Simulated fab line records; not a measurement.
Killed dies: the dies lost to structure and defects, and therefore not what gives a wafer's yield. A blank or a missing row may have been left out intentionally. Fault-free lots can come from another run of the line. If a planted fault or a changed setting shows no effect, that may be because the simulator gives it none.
fab line records    flow rit-cmos    part 1 of 2: steps 1 to 35 of 47
[record] lots = 5  wafers = 15  last-day = 6
route steps=202 shown GATE@77 FOX2@80 REOX@98 NLDD@103 PLDD@114
lots that met no fault: from a run of the same line without faults
start-h: the number of hours between the record's first day and the start of the first shown wafer of the lot    wait-h: hours elapsed since this lot's preceding step    " unchanged from the row above    L1.1+2: a row that stands for several wafers    - no value present, or no start provided    * or withheld: withheld    < > ~ a bound
route shown NAME@n: names a module that has steps shown in the file, with the first one's number in the route    usual: the fault-free wafers' mean and standard deviation    same: alike in all rows    chamber/n: place in a boat    sites: each site's reading    _std_site: standard deviation of those values    _edge_site: inner sites' mean taken away from outer sites' mean    radius-mm: for every site, how far away it sits from the centre of the wafer    mask NAME#n: copy n    behind: tool/chamber where the wafer was last shaped    hold: why the lot was held/for how many hours/how that ended    device: the n, p or np transistor that did not switch    end of line: the same wafers' tests at the end of the route    a step given without rows: its recipe and nothing more    killed: at the first sort, the dies lost to defects and structure; wafer yield is something else    map: a wafer's dies, marking killed ones x, the rest . and places with no die _
set.NAME: the setting that was run; set.NAME@STEP: the one run at that earlier step    model.NAME: the simulator's own value behind a step, which no gauge read
certain route steps with their lots: each step a table, each wafer a row
services: from which hour (start-h, from the record's first day; less than 0 if before it) a tool's chamber was out of use, for how many hours, and why
[[steps]]
[step RIT_GATE_CLEAN_02]
[recipe] chemistry = dHF  dilution = 50:1  time-s = 30
lot.wafer   tool          chamber  start-h  wait-h
L074.2+5+6  wet-bench-02  3        33.52    0.0
L078.1+3+6  wet-bench-03  2        51.56    0.0
L080.4+5+6  wet-bench-01  3        62.45    0.0
L088.4+5+6  wet-bench-01  2        102.05   0.0
L092.2+3+5  wet-bench-02  3        125.26   0.0
[step RIT_GATE_CLEAN_03]
[recipe] chemistry = SC2  mix = 3:3:50  time-s = 600  temp-c = 75  dry = n2-spin
lot.wafer   tool          chamber  start-h  wait-h
L074.2+5+6  wet-bench-02  3        33.53    0.0
L078.1+3+6  wet-bench-01  1        51.58    0.0
L080.4+5+6  wet-bench-03  2        62.46    0.0
L088.4+5+6  wet-bench-03  3        102.07   0.0
L092.2+3+5  wet-bench-03  2        125.28   0.0
[step RIT_GATE_CLEAN_04]
[recipe] chemistry = dHF  dilution = 50:1  time-s = 60  dry = n2-spin
lot.wafer   tool          chamber  start-h  wait-h
L074.2+5+6  wet-bench-01  0        33.71    0.0
L078.1+3+6  wet-bench-02  1        51.75    0.0
L080.4+5+6  wet-bench-01  3        62.65    0.0
L088.4+5+6  wet-bench-01  3        102.25   0.0
L092.2+3+5  wet-bench-02  3        125.49   0.0
[step RIT_FOX2_THK_MEAS_91]
[recipe] reads = SiO2_of_FOX2_OXIDATION_00
[usual] FIELD_OXIDE_LEFT_2_THK = 251/6.7
lot.wafer  tool           chamber  start-h  wait-h  FIELD_OXIDE_LEFT_2_THK[nm]
L074.2     film-metro-03  -        33.75    0.0     264
L074.5     "              -        "        "       261
L074.6     "              -        "        "       263
L078.1     film-metro-03  -        51.78    0.0     264
L078.3     "              -        "        "       261
L078.6     "              -        "        "       257
L080.4     film-metro-01  -        62.71    0.0     248
L080.5     "              -        "        "       246
L080.6     "              -        "        "       250
L088.4     film-metro-03  -        102.30   0.0     250
L088.5     "              -        "        "       250
L088.6     "              -        "        "       249
L092.2     film-metro-03  -        125.52   0.0     256
L092.3     "              -        "        "       257
L092.5     "              -        "        "       253
[step RIT_GATE_OXIDATION_05]
[recipe] temp-c = 900  ambient = O2  target-thk-a = 30  ox-time-s = 270
[usual] spike-tc-source-C = 922/3.6
lot.wafer  tool        chamber  start-h  wait-h  spike-tc-source-C
L074.2     furnace-03  0        33.80    0.0     918
L074.5     "           0        "        "       921
L074.6     "           0        "        "       919
L078.1     furnace-03  0        52.05    0.3     919
L078.3     "           0        "        "       918
L078.6     "           0        "        "       919
L080.4     furnace-03  0        62.74    0.0     918
L080.5     "           0        "        "       919
L080.6     "           0        "        "       920
L088.4     furnace-02  0        103.03   0.7     926
L088.5     "           0        "        "       925
L088.6     "           0        "        "       924
L092.2     furnace-03  0        127.14   1.6     919
L092.3     "           0        "        "       918
L092.5     "           0        "        "       917
[step RIT_GATE_ANNEAL_06]
[recipe] temp-c = 900  time-s = 600  ambient = N2O
[usual] spike-tc-source-C = 924/3.5
lot.wafer  tool        chamber  start-h  wait-h  spike-tc-source-C
L074.2     furnace-04  0        35.12    0.2     927
L074.5     "           0        "        "       929
L074.6     "           0        "        "       928
L078.1     furnace-04  0        53.13    0.0     928
L078.3     "           0        "        "       926
L078.6     "           0        "        "       929
L080.4     furnace-03  0        63.81    0.0     918
L080.5     "           0        "        "       918
L080.6     "           0        "        "       918
L088.4     furnace-04  0        104.50   0.4     929
L088.5     "           0        "        "       926
L088.6     "           0        "        "       928
L092.2     furnace-03  0        129.53   1.3     919
L092.3     "           0        "        "       917
L092.5     "           0        "        "       918
[step RIT_GATE_THK_MEAS_07]
[recipe] reads = SiO2_of_GATE_OXIDATION_05
[usual] GATE_OXIDE_THK = 2.98/0.051
lot.wafer  tool           chamber  start-h  wait-h  GATE_OXIDE_THK[nm]
L074.2     film-metro-02  -        35.38    0.0     3.08
L074.5     "              -        "        "       3.10
L074.6     "              -        "        "       3.08
L078.1     film-metro-01  -        53.38    0.0     2.95
L078.3     "              -        "        "       2.95
L078.6     "              -        "        "       2.97
L080.4     film-metro-02  -        64.09    0.0     2.89
L080.5     "              -        "        "       2.87
L080.6     "              -        "        "       2.92
L088.4     film-metro-01  -        104.78   0.0     2.98
L088.5     "              -        "        "       2.94
L088.6     "              -        "        "       2.98
L092.2     film-metro-02  -        129.79   0.0     2.99
L092.3     "              -        "        "       3.05
L092.5     "              -        "        "       2.98
[step RIT_GATE_CVD_08]
[recipe] material = poly-Si  target-thk-nm = 250  temp-c = 610  precursor = SiH4  time-s = 2220  pressure-mtorr = 300  sih4-flow-sccm = 100
[usual] spike-tc-source-C = 629/3
lot.wafer  tool      chamber  start-h  wait-h  spike-tc-source-C
L074.2     lpcvd-02  1        36.37    1.0     629
L074.5     "         1        "        "       629
L074.6     "         1        "        "       628
L078.1     lpcvd-01  1        55.96    2.6     631
L078.3     "         1        "        "       630
L078.6     "         1        "        "       632
L080.4     lpcvd-02  1        64.12    0.0     628
L080.5     "         1        "        "       628
L080.6     "         1        "        "       629
L088.4     lpcvd-01  1        104.81   0.0     631
L088.5     "         1        "        "       632
L088.6     "         1        "        "       632
L092.2     lpcvd-01  0        129.84   0.0     632
L092.3     "         0        "        "       633
L092.5     "         0        "        "       631
[step RIT_GATE_THK_MEAS_09]
[recipe] reads = poly-Si_of_GATE_CVD_08
[usual] GATE_POLY_THK = 249.1/2.6
lot.wafer  tool           chamber  start-h  wait-h  GATE_POLY_THK[nm]
L074.2     film-metro-03  -        38.00    0.0     249.0
L074.5     "              -        "        "       248.4
L074.6     "              -        "        "       250.2
L078.1     film-metro-02  -        57.58    0.0     252.1
L078.3     "              -        "        "       251.0
L078.6     "              -        "        "       250.1
L080.4     film-metro-03  -        65.77    0.0     246.9
L080.5     "              -        "        "       247.2
L080.6     "              -        "        "       245.7
L088.4     film-metro-01  -        106.45   0.0     254.9
L088.5     "              -        "        "       253.5
L088.6     "              -        "        "       252.5
L092.2     film-metro-03  -        131.46   0.0     252.6
L092.3     "              -        "        "       250.2
L092.5     "              -        "        "       250.6
[step RIT_GATE_HMDS_10]
[recipe] prime-time-s = 60  prime-temp-c = 140
lot.wafer   tool            chamber  start-h  wait-h
L074.2+5+6  litho-track-01  0        38.22    0.2
L078.1+3+6  litho-track-02  0        57.73    0.1
L080.4+5+6  litho-track-01  0        65.88    0.1
L088.4+5+6  litho-track-02  0        106.56   0.1
L092.2+3+5  litho-track-01  0        131.54   0.1
[step RIT_GATE_COAT_11]
[recipe] resist = NOVOLAK  spin-rpm = 4250  resist-thk-nm = 850
lot.wafer   tool            chamber  start-h  wait-h
L074.2+5+6  litho-track-01  0        38.37    0.1
L078.1+3+6  litho-track-02  0        57.88    0.1
L080.4+5+6  litho-track-01  0        66.03    0.1
L088.4+5+6  litho-track-02  0        106.71   0.1
L092.2+3+5  litho-track-01  0        131.69   0.1
[step RIT_GATE_SOFTBAKE_12]
[recipe] resist = NOVOLAK  temp-c = 90  time-s = 60
lot.wafer   tool            chamber  start-h  wait-h
L074.2+5+6  litho-track-01  0        38.52    0.1
L078.1+3+6  litho-track-02  0        58.03    0.1
L080.4+5+6  litho-track-01  0        66.18    0.1
L088.4+5+6  litho-track-02  0        106.86   0.1
L092.2+3+5  litho-track-01  0        131.84   0.1
[step RIT_GATE_EXPOSE_13]
[recipe] mask-id = M6  na = 0.6  source-shape = conventional  sigma-outer = 0.6  target-cd-nm = 150  dose-mj = 380
lot.wafer   tool              chamber  start-h  wait-h  mask
L074.2+5+6  iline-stepper-02  0        38.79    0.2     M6#0
L078.1+3+6  iline-stepper-01  0        58.18    0.1     M6#0
L080.4+5+6  iline-stepper-01  0        66.31    0.1     M6#0
L088.4+5+6  iline-stepper-01  0        106.99   0.1     M6#0
L092.2+3+5  iline-stepper-02  0        131.98   0.1     M6#0
[step RIT_GATE_PEB_14]
[recipe] resist = NOVOLAK  temp-c = withheld  time-s = withheld
lot.wafer   tool            chamber  start-h  wait-h
L074.2+5+6  litho-track-03  0        38.91    0.1
L078.1+3+6  litho-track-02  0        58.30    0.1
L080.4+5+6  litho-track-01  0        66.44    0.1
L088.4+5+6  litho-track-02  0        107.12   0.1
L092.2+3+5  litho-track-01  0        132.11   0.1
[step RIT_GATE_DEVELOP_15]
[recipe] resist = NOVOLAK  develop-time-s = 51.16  dev-temp-c = 23
lot.wafer   tool            chamber  start-h  wait-h
L074.2+5+6  litho-track-03  0        -        -
L078.1+3+6  litho-track-02  0        -        -
L080.4+5+6  litho-track-01  0        -        -
L088.4+5+6  litho-track-02  0        -        -
L092.2+3+5  litho-track-01  0        -        -
[step RIT_GATE_CD_MEAS_16]
[recipe] target-cd-nm = 150
[usual] cd-nm = 147.7/2.5
lot.wafer  tool       chamber  start-h  wait-h  cd-nm
L074.2     cd-sem-02  -        39.19    -       147.7
L074.5     "          -        "        "       149.0
L074.6     "          -        "        "       146.5
L078.1     cd-sem-02  -        58.61    -       147.7
L078.3     "          -        "        "       147.2
L078.6     "          -        "        "       146.3
L080.4     cd-sem-02  -        66.71    -       149.3
L080.5     "          -        "        "       151.5
L080.6     "          -        "        "       148.7
L088.4     cd-sem-02  -        107.39   -       148.0
L088.5     "          -        "        "       144.8
L088.6     "          -        "        "       146.5
L092.2     cd-sem-02  -        132.38   -       144.0
L092.3     "          -        "        "       144.2
L092.5     "          -        "        "       144.5
[step RIT_GATE_OVL_MEAS_17]
[usual] GATE_OVL = 0.2/1.7
lot.wafer  tool        chamber  start-h  wait-h  GATE_OVL[nm]
L074.2     overlay-02  -        39.30    0.1     -1.9
L074.5     "           -        "        "       0.1
L074.6     "           -        "        "       0.0
L078.1     overlay-01  -        58.73    0.1     2.5
L078.3     "           -        "        "       0.7
L078.6     "           -        "        "       0.8
L080.4     overlay-01  -        66.79    0.1     -0.5
L080.5     "           -        "        "       -0.3
L080.6     "           -        "        "       -1.3
L088.4     overlay-01  -        107.47   0.1     -0.4
L088.5     "           -        "        "       -0.3
L088.6     "           -        "        "       1.2
L092.2     overlay-02  -        132.49   0.1     -1.9
L092.3     "           -        "        "       1.1
L092.5     "           -        "        "       3.1
[step RIT_GATE_HARDBAKE_18]
[recipe] resist = NOVOLAK  temp-c = 140  time-s = 60
lot.wafer   tool            chamber  start-h  wait-h
L074.2+5+6  litho-track-01  0        39.48    0.2
L078.1+3+6  litho-track-01  0        58.76    0.0
L080.4+5+6  litho-track-01  0        66.88    0.1
L088.4+5+6  litho-track-03  0        107.56   0.1
L092.2+3+5  litho-track-02  0        132.55   0.0
[step RIT_GATE_ETCH_19]
[recipe] chemistry = SF6/CHF3/O2  time-s = 165  SF6_flow_sccm = 30  CHF3_flow_sccm = 30  O2_flow_sccm = 5  target = poly-Si  pressure-mtorr = 40  rf-w = 160  target-depth-a = 3125  over-etch-frac = 0.25  stop-on = SiO2
[usual] drypump-motor-current-A = 6.0/0.57  oes-product-au = 0.853/0.014  rf-fwd-power-W = 159.3/0.5  throttle-valve-pct = 10.29/0.13
lot.wafer  tool       chamber  start-h  wait-h  drypump-motor-current-A  oes-product-au  rf-fwd-power-W  rf-hours-counter-h  throttle-valve-pct
L074.2     rie-si-01  0        39.61    0.1     5.4                      0.833           159.0           116                 10.52
L074.5     "          2        "        "       6.5                      0.846           159.7           -                   10.24
L074.6     "          1        "        "       6.3                      0.828           158.7           -                   10.49
L078.1     rie-si-01  0        58.91    0.1     5.4                      0.837           159.5           116                 10.52
L078.3     "          3        "        "       4.9                      0.850           158.3           53                  10.36
L078.6     "          0        "        "       5.4                      0.835           159.2           -                   10.51
L080.4     rie-si-01  1        66.96    0.1     6.3                      0.832           159.3           135                 10.47
L080.5     "          3        "        "       4.9                      0.846           158.5           -                   10.36
L080.6     "          2        "        "       6.5                      0.842           158.9           -                   10.26
L088.4     rie-si-01  1        107.64   0.1     6.3                      0.848           160.0           136                 10.49
L088.5     "          3        "        "       4.9                      0.855           159.4           -                   10.36
L088.6     "          2        "        "       6.5                      0.856           159.0           -                   10.22
L092.2     rie-si-01  1        132.67   0.1     6.3                      0.843           159.8           136                 10.48
L092.3     "          0        "        "       5.4                      0.830           159.1           117                 10.53
L092.5     "          1        "        "       6.3                      0.827           159.4           -                   10.46
[step RIT_GATE_STRIP_20]
[recipe] chemistry = O2  time-s = 180  resist = NOVOLAK  platen-temp-c = withheld  power-w = 500  pressure-mtorr = 4000  o2-flow-sccm = 4000
[usual] drypump-motor-current-A = 5.6/0.35
lot.wafer  tool             chamber  start-h  wait-h  drypump-motor-current-A  rf-hours-counter-h
L074.2     plasma-asher-03  1        39.72    0.1     6.0                      37
L074.5     "                0        "        "       5.0                      -
L074.6     "                1        "        "       6.0                      -
L078.1     plasma-asher-01  1        59.02    0.1     5.9                      43
L078.3     "                1        "        "       5.9                      -
L078.6     "                1        "        "       6.0                      -
L080.4     plasma-asher-03  1        67.12    0.1     5.9                      -
L080.5     "                0        "        "       5.0                      -
L080.6     "                1        "        "       5.9                      -
L088.4     plasma-asher-02  1        107.80   0.1     5.7                      -
L088.5     "                1        "        "       5.7                      -
L088.6     "                0        "        "       5.6                      -
L092.2     plasma-asher-02  1        132.78   0.1     5.7                      33
L092.3     "                0        "        "       5.6                      -
L092.5     "                0        "        "       5.6                      -
[step RIT_GATE_CD_MEAS_90]
[recipe] target-cd-nm = 150
[usual] cd-nm = 147.7/2.5
lot.wafer  tool       chamber  start-h  wait-h  cd-nm
L074.2     cd-sem-02  -        39.91    0.1     148.0
L074.5     "          -        "        "       148.5
L074.6     "          -        "        "       146.7
L078.1     cd-sem-02  -        59.28    0.2     147.5
L078.3     "          -        "        "       147.1
L078.6     "          -        "        "       146.1
L080.4     cd-sem-01  -        67.32    0.1     149.4
L080.5     "          -        "        "       152.0
L080.6     "          -        "        "       149.2
L088.4     cd-sem-01  -        107.98   0.1     148.2
L088.5     "          -        "        "       145.2
L088.6     "          -        "        "       146.8
L092.2     cd-sem-01  -        132.97   0.1     144.3
L092.3     "          -        "        "       144.4
L092.5     "          -        "        "       144.2
[step RIT_REOX_CLEAN_00]
[recipe] chemistry = SC1  mix = 3:3:50  time-s = 600  temp-c = 75
lot.wafer   tool          chamber  start-h  wait-h
L074.2+5+6  wet-bench-02  3        40.01    0.1
L078.1+3+6  wet-bench-04  1        59.40    0.1
L080.4+5+6  wet-bench-02  1        67.38    0.0
L088.4+5+6  wet-bench-03  0        108.04   0.0
L092.2+3+5  wet-bench-03  3        133.07   0.1
[step RIT_REOX_CLEAN_01]
[recipe] chemistry = dHF  dilution = 50:1  time-s = 30
lot.wafer   tool          chamber  start-h  wait-h
L074.2+5+6  wet-bench-04  1        40.19    0.0
L078.1+3+6  wet-bench-04  2        59.58    0.0
L080.4+5+6  wet-bench-04  3        67.56    0.0
L088.4+5+6  wet-bench-04  0        108.22   0.0
L092.2+3+5  wet-bench-02  2        133.25   0.0
[step RIT_REOX_CLEAN_02]
[recipe] chemistry = SC2  mix = 3:3:50  time-s = 600  temp-c = 75  dry = n2-spin
lot.wafer   tool          chamber  start-h  wait-h
L074.2+5+6  wet-bench-03  0        40.20    0.0
L078.1+3+6  wet-bench-04  3        59.59    0.0
L080.4+5+6  wet-bench-02  1        67.58    0.0
L088.4+5+6  wet-bench-02  2        108.23   0.0
L092.2+3+5  wet-bench-04  3        133.27   0.0
[step RIT_REOX_OXIDATION_03]
[recipe] temp-c = 900  ambient = O2  target-thk-a = 252  ox-time-s = 5580
[usual] spike-tc-source-C = 921.0/2.6
lot.wafer  tool        chamber  start-h  wait-h  spike-tc-source-C
L074.2     furnace-01  0        40.38    0.0     921.5
L074.5     "           0        "        "       921.0
L074.6     "           0        "        "       921.2
L078.1     furnace-03  0        59.77    0.0     918.4
L078.3     "           0        "        "       920.3
L078.6     "           0        "        "       918.7
L080.4     furnace-01  0        67.75    0.0     920.5
L080.5     "           0        "        "       920.0
L080.6     "           0        "        "       921.8
L088.4     furnace-03  0        108.87   0.5     918.6
L088.5     "           0        "        "       919.9
L088.6     "           0        "        "       919.3
L092.2     furnace-03  0        133.44   0.0     918.4
L092.3     "           0        "        "       919.0
L092.5     "           0        "        "       919.9
[step RIT_REOX_THK_MEAS_04]
[recipe] reads = SiO2_of_REOX_OXIDATION_03
[usual] REOX_OXIDE_THK = 25.0/0.47
lot.wafer  tool           chamber  start-h  wait-h  REOX_OXIDE_THK[nm]
L074.2     film-metro-04  -        42.94    0.0     25.0
L074.5     "              -        "        "       24.9
L074.6     "              -        "        "       24.6
L078.1     film-metro-02  -        62.32    0.0     24.1
L078.3     "              -        "        "       24.5
L078.6     "              -        "        "       24.7
L080.4     film-metro-04  -        70.33    0.0     24.9
L080.5     "              -        "        "       24.9
L080.6     "              -        "        "       24.7
L088.4     film-metro-03  -        111.45   0.0     24.8
L088.5     "              -        "        "       24.9
L088.6     "              -        "        "       24.9
L092.2     film-metro-02  -        136.00   0.0     25.2
L092.3     "              -        "        "       25.0
L092.5     "              -        "        "       24.7
[step RIT_NLDD_HMDS_00]
[recipe] prime-time-s = 60  prime-temp-c = 140
lot.wafer   tool            chamber  start-h  wait-h
L074.2+5+6  litho-track-04  0        43.01    0.1
L078.1+3+6  litho-track-02  0        62.38    0.1
L080.4+5+6  litho-track-02  0        70.44    0.1
L088.4+5+6  litho-track-02  0        111.55   0.1
L092.2+3+5  litho-track-02  0        136.08   0.1
[step RIT_NLDD_COAT_01]
[recipe] resist = NOVOLAK  spin-rpm = 3250  resist-thk-nm = 1000
lot.wafer   tool            chamber  start-h  wait-h
L074.2+5+6  litho-track-04  0        43.16    0.1
L078.1+3+6  litho-track-02  0        62.53    0.1
L080.4+5+6  litho-track-02  0        70.59    0.1
L088.4+5+6  litho-track-02  0        111.70   0.1
L092.2+3+5  litho-track-02  0        136.23   0.1
[step RIT_NLDD_SOFTBAKE_02]
[recipe] resist = NOVOLAK  temp-c = 90  time-s = 60
lot.wafer   tool            chamber  start-h  wait-h
L074.2+5+6  litho-track-04  0        43.31    0.1
L078.1+3+6  litho-track-02  0        62.68    0.1
L080.4+5+6  litho-track-02  0        70.74    0.1
L088.4+5+6  litho-track-02  0        111.85   0.1
L092.2+3+5  litho-track-02  0        136.38   0.1
[step RIT_NLDD_EXPOSE_03]
[recipe] mask-id = M7  na = 0.57  target-cd-nm = 40700  dose-mj = 250
lot.wafer   tool              chamber  start-h  wait-h  mask
L074.2+5+6  iline-stepper-01  0        43.46    0.1     M7#0
L078.1+3+6  iline-stepper-01  0        62.83    0.1     M7#0
L080.4+5+6  iline-stepper-02  0        71.05    0.3     M7#0
L088.4+5+6  iline-stepper-01  0        111.99   0.1     M7#0
L092.2+3+5  iline-stepper-01  0        136.52   0.1     M7#0
[step RIT_NLDD_PEB_04]
[recipe] resist = NOVOLAK  temp-c = withheld  time-s = withheld
lot.wafer   tool            chamber  start-h  wait-h
L074.2+5+6  litho-track-03  0        43.58    0.1
L078.1+3+6  litho-track-04  0        62.95    0.1
L080.4+5+6  litho-track-03  0        71.25    0.2
L088.4+5+6  litho-track-02  0        112.12   0.1
L092.2+3+5  litho-track-04  0        136.64   0.1
[step RIT_NLDD_DEVELOP_05]
[recipe] resist = NOVOLAK  develop-time-s = 47.73  dev-temp-c = 23
lot.wafer   tool            chamber  start-h  wait-h
L074.2+5+6  litho-track-03  0        -        -
L078.1+3+6  litho-track-04  0        -        -
L080.4+5+6  litho-track-03  0        -        -
L088.4+5+6  litho-track-02  0        -        -
L092.2+3+5  litho-track-04  0        -        -
[step RIT_NLDD_OVL_MEAS_06]
[usual] NLDD_OVL = -1.9/1.6
lot.wafer  tool        chamber  start-h  wait-h  NLDD_OVL[nm]
L074.2     overlay-02  -        43.85    -       1.5
L074.5     "           -        "        "       -2.2
L074.6     "           -        "        "       -1.7
L078.1     overlay-01  -        63.23    -       -5.1
L078.3     "           -        "        "       -4.3
L078.6     "           -        "        "       -5.4
L080.4     overlay-02  -        71.47    -       0.0
L080.5     "           -        "        "       -1.6
L080.6     "           -        "        "       -1.7
L088.4     overlay-02  -        112.35   -       -1.4
L088.5     "           -        "        "       -2.2
L088.6     "           -        "        "       -3.0
L092.2     overlay-02  -        136.91   -       -4.9
L092.3     "           -        "        "       -6.7
L092.5     "           -        "        "       -2.2
[step RIT_NLDD_HARDBAKE_07]
[recipe] resist = NOVOLAK  temp-c = 140  time-s = 60
lot.wafer   tool            chamber  start-h  wait-h
L074.2+5+6  litho-track-02  0        43.90    0.0
L078.1+3+6  litho-track-03  0        63.26    0.0
L080.4+5+6  litho-track-04  0        71.57    0.1
L088.4+5+6  litho-track-02  0        112.44   0.1
L092.2+3+5  litho-track-03  0        136.96   0.0
[step RIT_NLDD_IMPLANT_08]
[recipe] species = P  energy-kev = 20  dose-cm2 = 5e+14  tilt-deg = 7
[usual] dose-ions-cm2 = 5e+14/5.8e+11  end-station-pressure-torr = 6.3e-06/3.1e-07  faraday-current-uA = 1572/33  tilt-deg = 7.000/0.02
lot.wafer  tool          chamber  start-h  wait-h  dose-ions-cm2  end-station-pressure-torr  faraday-current-uA  tilt-deg
L074.2     implanter-03  0        44.05    0.1     5.003e+14      6.3e-06                    1596                7.033
L074.5     "             0        "        "       5e+14          6.6e-06                    1583                7.003
L074.6     "             0        "        "       5e+14          6.1e-06                    1608                7.020
L078.1     implanter-01  0        63.41    0.1     5e+14          6e-06                      1631                7.019
L078.3     "             0        "        "       5e+14          6.3e-06                    1600                6.982
L078.6     "             0        "        "       4.999e+14      6.8e-06                    1590                7.004
L080.4     implanter-02  0        71.72    0.1     5.008e+14      6e-06                      1515                6.997
L080.5     "             0        "        "       4.998e+14      6.6e-06                    1620                6.983
L080.6     "             0        "        "       5e+14          6.6e-06                    1573                7.002
L088.4     implanter-01  0        112.59   0.1     5.002e+14      6.1e-06                    1603                6.964
L088.5     "             0        "        "       5.005e+14      6.4e-06                    1547                7.012
L088.6     "             0        "        "       5.002e+14      7e-06                      1633                6.962
L092.2     implanter-02  0        137.11   0.1     5.004e+14      6.6e-06                    1592                7.021
L092.3     "             0        "        "       5.011e+14      6.1e-06                    1622                7.028
L092.5     "             0        "        "       5e+14          6e-06                      1529                7.023
